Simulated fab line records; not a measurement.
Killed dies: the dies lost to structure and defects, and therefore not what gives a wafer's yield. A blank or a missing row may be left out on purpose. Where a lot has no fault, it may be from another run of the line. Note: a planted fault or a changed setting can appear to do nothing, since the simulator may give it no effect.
A struck lot beside a sound one ; flow rit-cmos ; 14 out of 202 route steps
Sound: wafers L595.2, L595.5, L595.6. Struck: wafers L612.2, L612.3, L612.4. The cause is named last.
Per side, at each step with rows, come the tool, then ch with its chambers, and then its first start. Under that, the readings that differ: sound wafers ; struck wafers ; difference of the means ; sigmas: that difference in standard deviations of wafers without a fault.
alike: readings whose means differ by less than 2 such deviations, and words and numbers that are the same on both sides. not compared: withheld readings, readings that some wafer has no value for, bounds like >300 that may hide the same value, and numbers for which the record gives no deviation and whose values overlap.
Wherever a step has rows on one side only, a row that says differs or no value, or a row with sigmas, the two part there. Numbers that have no deviation but don't overlap get no sigmas and don't part them. A reading missing from all wafers of one side parts the sides only when that side holds two or more wafers.

RIT_ACTIVE_THK_MEAS_02:
  struck on film-metro-04, day 5 06:04; sound on film-metro-01, day 1 17:04
  alike: ACTIVE_OXIDE_THK
then, 1 step without rows for these wafers: RIT_ACTIVE_CVD_03 (deposits Si3N4 from SiH2Cl2/NH3, target thk 150 nm, time 1500 s).
RIT_ACTIVE_THK_MEAS_04:
  struck on film-metro-01, day 5 07:32; sound on film-metro-03, day 1 18:32
reading;sound;struck;difference;sigmas
ACTIVE_NITRIDE_THK (nm);148.5 147.0 148.5;151.7 150.5 150.6;+2.9;+2
then, 6 steps without rows for these wafers: RIT_ACTIVE_HMDS_05 (prime time 60 s); RIT_ACTIVE_COAT_06 (resist thk 1000 nm); RIT_ACTIVE_SOFTBAKE_07 (time 60 s); RIT_ACTIVE_EXPOSE_08 (exposes mask M1, target cd 1400 nm); RIT_ACTIVE_PEB_09; RIT_ACTIVE_DEVELOP_10 (develop time 50 s).
RIT_ACTIVE_CD_MEAS_11 targets a cd of 1400 nm.
  struck on cd-sem-02, day 5 08:28; sound on cd-sem-02, day 1 19:35
  alike: cd-nm
then, 1 step without rows for these wafers: RIT_ACTIVE_HARDBAKE_12 (time 60 s).
RIT_ACTIVE_ETCH_13: etches Si3N4 in SF6, stops on SiO2, time 210 s, target depth 210 nm.
  sound on rie-diel-02 ch 0,3, day 1 19:53; struck on rie-diel-03 ch 0,2,3, day 5 08:49
  alike: drypump-motor-current-A, oes-product-au, throttle-valve-pct
  not compared: rf-hours-counter-h
RIT_ACTIVE_STRIP_14: strips in O2, time 180 s.
  sound on plasma-asher-03 ch 0,1, day 1 20:01; struck on plasma-asher-03 ch 0,1, day 5 08:57
  no value came back on the struck wafers for chamber-pressure-mTorr (mTorr), drypump-motor-current-A (A); on the sound wafers chamber-pressure-mTorr (mTorr) reads 4002 4002 3998
reading;sound;struck;difference;sigmas
model.NOVOLAK_of_ACTIVE_COAT_06.thk-nm (nm);0 0 0;649.3 647 646.9;+647.7;
  not compared: rf-hours-counter-h
RIT_ACTIVE_CD_MEAS_90 targets a cd of 1400 nm.
  struck on cd-sem-01, day 5 09:08; sound on cd-sem-01, day 1 20:13
  alike: cd-nm

== WHERE THEY PART ==
Last at RIT_ACTIVE_STRIP_14 as far as this record goes, first at RIT_ACTIVE_THK_MEAS_04. Later steps at which nothing parts them and some readings are alike: RIT_ACTIVE_CD_MEAS_90.

WHY: what had been put in by the simulator
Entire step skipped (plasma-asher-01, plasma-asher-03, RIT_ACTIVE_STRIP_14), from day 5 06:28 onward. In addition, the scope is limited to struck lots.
